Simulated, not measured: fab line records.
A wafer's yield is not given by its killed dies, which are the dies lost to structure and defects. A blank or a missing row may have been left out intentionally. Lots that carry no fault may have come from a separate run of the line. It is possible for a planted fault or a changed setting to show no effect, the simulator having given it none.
Problem report, 8D (eight disciplines) form, completed by code || flow berkeley_cmos170 || the parts of the form that need people (team, actions taken, sign-off) are left out

## 1. PROBLEM STATEMENT
Wafers without a fault read 223.4 s, standard deviation 0.48; run_length_s at UCB170_M3_METAL_ETCH_18 reads a mean of 238.8 s on 6 wafers belonging to 2 lots. That is +32 standard deviations from the usual mean.
The step: etches Al in Cl2/BCl3, stops on SiO2, target depth 1170 nm, time 195 s.
The first sign was on wafer L363.3 at day 10 10:46, on rie_metal-03. Wafers with a number at this step in the record: 42, from 14 lots. By rule, "out" or "out of limits" means more than 4 standard deviations away from the usual mean. Any other wafer with a number is counted as sound.

## 2. WHAT IT IS AND WHAT IT IS NOT
{"question": "which readings at this step", "is": "run_length_s", "is not": "drypump_motor_current_A, throttle_valve_pct"}
{"question": "which lots", "is": "L363, L366", "is not": "L355, L356, L361, L364, L367, L368, L369, L371, L374, L375, L376, L377"}
{"question": "which wafers of those lots", "is": "all that have a number", "is not": "-"}
{"question": "read on which tools", "is": "rie_metal-03", "is not": "rie_metal-01, rie_metal-04"}
{"question": "when", "is": "from day 10 10:46", "is not": "up to then (9 sound wafers); but 27 sound wafers of L364, L367, L368, L369, L371, L374, L375, L376, L377 came after"}

## 3. THE SUSPECTS, EACH WITH WHAT RULES IT OUT
Counting: a tool at any process step up to the reading remains a suspect when it ran all the lots that are out and ran no sound lot after the first of those.
- rie_metal-03 at UCB170_M3_METAL_ETCH_18 (etches Al in Cl2/BCl3, stops on SiO2, target depth 1170 nm, time 195 s): kept. It processed each lot that is out, first L363 at day 10 10:46, and no sound lot thereafter; up to then, the last sound lot it processed was L356 at day 9 08:58. Its own readings are out on those wafers: run_length_s.
The count leaves rie_metal-03 at UCB170_M3_METAL_ETCH_18.

## 4. THE CAUSE (what the simulator had put in)
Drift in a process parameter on rie_metal-03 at UCB170_M3_METAL_ETCH_18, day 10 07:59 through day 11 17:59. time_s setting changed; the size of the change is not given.
This tool alone remained once counting was done.

## 5. THE CHAIN OF EFFECTS, in route order
Each row: a reading where the mean over the struck wafers with a number is more than 3 standard deviations away from the usual. Readings are gone through only where the record gives a usual standard deviation; hours: the median, over the lots, of the time from a lot's start at the first step in this table giving one to that lot's start at this step; sigmas: the change measured in usual standard deviations.
{"hours": 0, "step": "UCB170_M3_METAL_ETCH_18", "reading": "run_length_s", "usual": "223.4 s", "on struck wafers": 238.8, "change": "+15.4", "sigmas": "+32"}
{"hours": 0, "step": "UCB170_M3_STRIP_19", "reading": "oes_product_au", "usual": "0.547 a.u.", "on struck wafers": 0.504, "change": -0.043, "sigmas": -4.6}
Its process steps:
- UCB170_M3_METAL_ETCH_18: etches Al in Cl2/BCl3, stops on SiO2, target depth 1170 nm, time 195 s.
- UCB170_M3_STRIP_19: strips in O2.

## 6. HOW IT WOULD HAVE BEEN CAUGHT EARLIER
In this record no reading fell out of limits until day 10 10:46, 3 hours after the fault had begun at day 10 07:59.
